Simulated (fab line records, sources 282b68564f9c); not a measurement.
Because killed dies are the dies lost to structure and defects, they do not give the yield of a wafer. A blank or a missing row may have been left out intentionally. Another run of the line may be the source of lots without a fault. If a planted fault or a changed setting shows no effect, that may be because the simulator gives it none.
Check of tool commonality || flow rit_cmos || Sample size 12 lots and 42 wafers

== THE REASON FOR OPENING IT ==
RIT_WELLDRIVE_RS_MEAS_01, reading NWELL_RS: flagged on 2 of 12 lots. Wafers without a fault read 275.8 ohm/sq, standard deviation 0.85.
Rule: a lot is flagged in two cases, either no wafer of it has a number, or all its wafers with numbers fall more than 4 standard deviations from that mean. As for the other lots, they are considered sound.

{"lot": "L291", "measured": "day 2 04:32", "on": "film_metro-04", "NWELL_RS (ohm/sq), wafer by wafer": "274.2 274.5 274.9", "flag": ""}
{"lot": "L292", "measured": "day 2 13:45", "on": "film_metro-04", "NWELL_RS (ohm/sq), wafer by wafer": "276.2 276.1 275.8", "flag": ""}
{"lot": "L293", "measured": "day 2 20:45", "on": "film_metro-04", "NWELL_RS (ohm/sq), wafer by wafer": "274.9 275.6 275.2", "flag": ""}
{"lot": "L294", "measured": "day 3 03:12", "on": "film_metro-01", "NWELL_RS (ohm/sq), wafer by wafer": "275.9 276.1 275.8", "flag": ""}
{"lot": "L295", "measured": "day 3 09:20", "on": "film_metro-03", "NWELL_RS (ohm/sq), wafer by wafer": "276.1 275.4 275.4", "flag": ""}
{"lot": "L296", "measured": "day 3 13:25", "on": "film_metro-01", "NWELL_RS (ohm/sq), wafer by wafer": "277.3 278.6 277.2", "flag": ""}
{"lot": "L297", "measured": "day 3 17:19", "on": "film_metro-01", "NWELL_RS (ohm/sq), wafer by wafer": "277.4 277.5 277.1", "flag": ""}
{"lot": "L298", "measured": "day 3 23:02", "on": "film_metro-03", "NWELL_RS (ohm/sq), wafer by wafer": "275.6 275.7 276.1", "flag": ""}
{"lot": "L299", "measured": "day 4 02:13", "on": "film_metro-04", "NWELL_RS (ohm/sq), wafer by wafer": "275.0 275.4 275.3", "flag": ""}
{"lot": "L305", "measured": "day 5 06:11", "on": "film_metro-01", "NWELL_RS (ohm/sq), wafer by wafer": "285.6 284.0 284.4 285.5 284.0 284.3", "flag": "FLAGGED"}
{"lot": "L306", "measured": "day 6 00:43", "on": "film_metro-04", "NWELL_RS (ohm/sq), wafer by wafer": "283.8 284.8 283.9 284.2 284.4 283.6", "flag": "FLAGGED"}
{"lot": "L312", "measured": "day 6 14:14", "on": "film_metro-04", "NWELL_RS (ohm/sq), wafer by wafer": "274.9 274.7 274.9", "flag": ""}
Average over the flagged lots: 284.4 ohm/sq; offset from the usual +8.6 ohm/sq, equal to +10 standard deviations.

== TOOL THAT RAN EACH LOT ==
The record holds 1 process step before the reading, out of a route of 202 steps. In each cell: the tool, then ch and the chambers that the sampled wafers went through, then the start.
{"lot": "L291", "flag": "", "RIT_NWELL_IMPLANT_08": "implanter-04 ch 0, day 1 21:00"}
{"lot": "L292", "flag": "", "RIT_NWELL_IMPLANT_08": "implanter-01 ch 0, day 2 04:47"}
{"lot": "L293", "flag": "", "RIT_NWELL_IMPLANT_08": "implanter-01 ch 0, day 2 10:13"}
{"lot": "L294", "flag": "", "RIT_NWELL_IMPLANT_08": "implanter-04 ch 0, day 2 18:37"}
{"lot": "L295", "flag": "", "RIT_NWELL_IMPLANT_08": "implanter-01 ch 0, day 3 00:19"}
{"lot": "L296", "flag": "", "RIT_NWELL_IMPLANT_08": "implanter-01 ch 0, day 3 05:20"}
{"lot": "L297", "flag": "", "RIT_NWELL_IMPLANT_08": "implanter-02 ch 0, day 3 08:53"}
{"lot": "L298", "flag": "", "RIT_NWELL_IMPLANT_08": "implanter-04 ch 0, day 3 14:25"}
{"lot": "L299", "flag": "", "RIT_NWELL_IMPLANT_08": "implanter-02 ch 0, day 3 16:29"}
{"lot": "L305", "flag": "FLAGGED", "RIT_NWELL_IMPLANT_08": "implanter-01 ch 0, day 4 22:09"}
{"lot": "L306", "flag": "FLAGGED", "RIT_NWELL_IMPLANT_08": "implanter-01 ch 0, day 5 03:13"}
{"lot": "L312", "flag": "", "RIT_NWELL_IMPLANT_08": "implanter-02 ch 0, day 6 07:05"}
These steps, and what they do:
- RIT_NWELL_IMPLANT_08
- RIT_WELLDRIVE_RS_MEAS_01: measures by four-point-probe.

== FLAGGED OVER TOTAL, TOOL BY TOOL (the gauges that took the reading come last) ==
{"step": "RIT_NWELL_IMPLANT_08", "tool": "implanter-01", "lots run": 6, "flagged": 2, "share of the flagged lots": "all", "sound lots run after its first flagged lot": 0}
{"step": "RIT_NWELL_IMPLANT_08", "tool": "implanter-02", "lots run": 3, "flagged": 0, "share of the flagged lots": "none", "sound lots run after its first flagged lot": "-"}
{"step": "RIT_NWELL_IMPLANT_08", "tool": "implanter-04", "lots run": 3, "flagged": 0, "share of the flagged lots": "none", "sound lots run after its first flagged lot": "-"}
{"step": "RIT_WELLDRIVE_RS_MEAS_01", "tool": "film_metro-01", "lots run": 4, "flagged": 1, "share of the flagged lots": "some", "sound lots run after its first flagged lot": 0}
{"step": "RIT_WELLDRIVE_RS_MEAS_01", "tool": "film_metro-03", "lots run": 2, "flagged": 0, "share of the flagged lots": "none", "sound lots run after its first flagged lot": "-"}
{"step": "RIT_WELLDRIVE_RS_MEAS_01", "tool": "film_metro-04", "lots run": 6, "flagged": 1, "share of the flagged lots": "some", "sound lots run after its first flagged lot": "1 (L312)"}

== THE TABLE: WHAT IT ALLOWS ==
Rows of the table that ran each flagged lot: 1, that is implanter-01 at RIT_NWELL_IMPLANT_08.
- implanter-01 at RIT_NWELL_IMPLANT_08 ran 6 lots, 2 of them flagged. It ran its last sound lot, L296, at day 3 05:20 and its first flagged lot, L305, at day 4 22:09: a fault with its onset between the two fits. Its own readings (dose_ions_cm2) fall more than 4 standard deviations out on all wafers of the flagged lots.
implanter-01 at RIT_NWELL_IMPLANT_08 is the single tool remaining.

== WHAT WAS PUT IN BY THE SIMULATOR ==
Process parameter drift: implanter-01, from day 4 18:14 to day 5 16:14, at RIT_NWELL_IMPLANT_08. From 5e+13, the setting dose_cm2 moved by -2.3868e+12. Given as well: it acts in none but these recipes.
Lots struck among those shown: L305, L306. The rule above reached the same finding.
